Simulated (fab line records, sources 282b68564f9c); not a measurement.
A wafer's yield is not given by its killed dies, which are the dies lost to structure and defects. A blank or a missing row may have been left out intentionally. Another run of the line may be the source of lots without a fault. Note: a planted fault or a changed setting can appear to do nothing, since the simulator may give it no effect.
A struck lot beside a sound one -- flow rit-cmos -- 17 steps out of a route of 202
Sound: wafers L845.1, L845.2, L845.6. The struck wafers were L851.2, L851.3, L851.5. The cause comes at the end.
Each step with rows lists, per side, the tool, then ch with its chambers, then its first start. Under that, the readings that differ: sound wafers -- struck wafers -- difference of the means -- sigmas: that difference in standard deviations of wafers without a fault.
alike: readings with means less than 2 such deviations apart, plus words and numbers identical on both sides. not compared: withheld readings, readings lacking a value on some wafer, bounds such as >300 that could conceal the same value, and numbers that have no deviation in the record and whose values overlap.
The two part at a step that has a row with sigmas, a row that says differs or no value, or rows on one side only. When numbers do not overlap yet have no deviation, they are printed without sigmas and do not part them. A reading that every wafer of one side lacks parts them only if that side has two wafers or more.

first, 1 step without rows for these wafers: RIT_PRETRO_DEVELOP_05 (develop time 68 s).
RIT_PRETRO_OVL_MEAS_06:
  struck on overlay-02, day 3 19:38; sound on overlay-01, day 2 15:03
  alike: PRETRO_OVL
then, 2 steps without rows for these wafers: RIT_PRETRO_HARDBAKE_07 (time 120 s); RIT_PRETRO_IMPLANT_08.
RIT_PRETRO_STRIP_09: strips in O2, time 180 s.
  sound on plasma-asher-04 ch 0,1, day 2 15:29; struck on plasma-asher-02 ch 0,1, day 3 20:04
  alike: drypump-motor-current-A
  not compared: rf-hours-counter-h
RIT_PRETRO_TW_MEAS_10:
  struck on film-metro-04, day 3 20:15; sound on film-metro-04, day 2 15:40
  alike: PRETRO_TW
then, 5 steps without rows for these wafers: RIT_GATE_WET_ETCH_00 (etches SiO2 in BOE, target depth 56 nm, time 60 s); RIT_GATE_CLEAN_01 (cleans in SC1, time 600 s); RIT_GATE_CLEAN_02 (cleans in dHF, time 30 s); RIT_GATE_CLEAN_03 (cleans in SC2, time 600 s); RIT_GATE_CLEAN_04 (cleans in dHF, time 60 s).
RIT_FOX2_THK_MEAS_91:
  struck on film-metro-01, day 3 20:44; sound on film-metro-04, day 2 16:09
  alike: FIELD_OXIDE_LEFT_2_THK
RIT_GATE_OXIDATION_05: target thk 3 nm, ox time 270 s.
  sound on furnace-01 ch 0, day 2 18:03; struck on furnace-01 ch 0, day 3 21:03
reading,sound,struck,difference,sigmas
spike-tc-centre-C (C),903.7 903.4 903.8,886.3 888.6 887.8,-16.1,-11
spike-tc-load-C (C),932 932 931,914 913 914,-18,-5
spike-tc-source-C (C),928.3 926.4 927.0,912.2 911.6 910.8,-15.7,-9
model.SiO2_of_GATE_OXIDATION_05.thk-nm (nm),2.945 3.023 2.99,2.444 2.375 2.376,-0.588,
  alike: tube_center_temp_C_max
then, 1 step without rows for these wafers: RIT_GATE_ANNEAL_06 (time 600 s).
RIT_GATE_THK_MEAS_07:
  struck on film-metro-04, day 3 22:23; sound on film-metro-01, day 2 20:53
reading,sound,struck,difference,sigmas
GATE_OXIDE_THK (nm),2.92 3.01 2.99,2.52 2.41 2.36,-0.54,-7
then, 1 step without rows for these wafers: RIT_GATE_CVD_08 (deposits poly-Si from SiH4, target thk 250 nm, time 2220 s).
RIT_M1_PROBE_99:
  struck on prober-02, day 4 21:58; sound on prober-02, day 3 22:13
  no value came back on the struck wafers for any of 8 readings (model.etest.pmos_0p3.r-on-ohm-um, model.etest.pmos-turned.r-on-ohm-um and others); on the sound wafers model.etest.pmos_0p3.r-on-ohm-um reads 6218 6259 6322
  alike: killed-at-front-end, killed-dies, killed-open, killed-short

== WHERE THEY PART ==
First at RIT_GATE_OXIDATION_05; last, within this record, at RIT_M1_PROBE_99.

WHY: what the simulator had put in
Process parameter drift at RIT_GATE_OXIDATION_05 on furnace-01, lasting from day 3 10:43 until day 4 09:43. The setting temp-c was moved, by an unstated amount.
